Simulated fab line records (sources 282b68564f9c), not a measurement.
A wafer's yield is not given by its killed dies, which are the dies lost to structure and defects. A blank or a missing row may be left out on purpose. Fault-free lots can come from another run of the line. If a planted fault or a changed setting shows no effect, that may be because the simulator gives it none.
Problem report, 8D (eight disciplines) form, completed by code    flow ritCmos    the parts of the form that need people (team, actions taken, sign-off) are left out

== 1. PROBLEM STATEMENT ==
Mean of cdNm at RIT_GATE_CD_MEAS_16: 160.7 nm across 6 wafers in 2 lots; on wafers with no fault it is 148.7 nm (standard deviation 2.5). Measured from the usual mean, that is +4.8 standard deviations.
The step: target cd 150 nm.
The first sign was on wafer L913.2 at day 5 11:28, on cdSem-01. At this step, 42 wafers from 14 lots have a number in the record. Rule for "out", or "out of limits": more than 4 standard deviations from the usual mean. Any other wafer with a number is counted as sound.

== 2. WHAT IT IS; WHAT IT IS NOT ==
question                     is                      is not
which readings at this step  cdNm                    -
which lots                   L913, L915              L901, L902, L903, L904, L905, L906, L907, L911, L914, L919, L920, L922
which wafers of those lots   all that have a number  -
read on which gauges         cdSem-01, cdSem-02      -
when                         from day 5 11:28        up to then (27 sound wafers); but 9 sound wafers of L919, L920, L922 came after

== 3. WHAT RULES OUT EACH SUSPECT ==
Counting: any tool at a process step up to the reading is kept as a suspect provided that every lot that is out went through it and no sound lot did after the first of them.
- ruled out: the gauge at RIT_GATE_CD_MEAS_16. Those wafers that are out were read across 2 gauges (cdSem-01, cdSem-02).
- lithoTrack-04 at RIT_GATE_COAT_11 (resist thk 850 nm): kept. It processed each lot that is out, first L913 at day 5 10:38, and no sound lot thereafter; up to then, the last sound lot it processed was L911 at day 4 18:26. On those wafers its own readings are out: spinSpeedRpm.
The count leaves lithoTrack-04 at RIT_GATE_COAT_11.

== 4. THE CAUSE (what the simulator had put in) ==
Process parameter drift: lithoTrack-04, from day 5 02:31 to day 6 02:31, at RIT_GATE_COAT_11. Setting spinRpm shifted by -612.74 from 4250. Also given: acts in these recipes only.
This tool alone remained once counting was done.

== 5. SEQUENCE OF EFFECTS, ordered by route ==
Each row: a reading where the mean over the struck wafers with a number is more than 3 standard deviations away from the usual. Scope: only readings with a usual standard deviation given in the record; hours: median across lots of the time from each lot's start at the first step in this table that gives one to its start at this step; sigmas: change in usual standard deviations.
hours  step                 reading       usual       on struck wafers  change  sigmas
0      RIT_GATE_COAT_11     spinSpeedRpm  4249.7 rpm  3641.3            -608.4  -99 or more
1      RIT_GATE_CD_MEAS_16  cdNm          148.7 nm    160.7             +12.0   +4.8
Here are the process steps it includes:
- RIT_GATE_COAT_11: resist thk 850 nm.

== 6. WHAT WOULD HAVE CAUGHT IT SOONER ==
Counted from the fault's start at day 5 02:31, it took 9 hours until the first out-of-limits reading at a measuring or inspecting step in this record, taken at day 5 11:28.
The tool's own readings at RIT_GATE_COAT_11 were out on every struck wafer that the step has a row for (spinSpeedRpm): an alarm limit on them would have fired on the first of those.
Lots out: 2; of these, L915 started RIT_GATE_COAT_11 on lithoTrack-04 after day 5 11:28. A tool hold placed at that time would have kept it from harm.
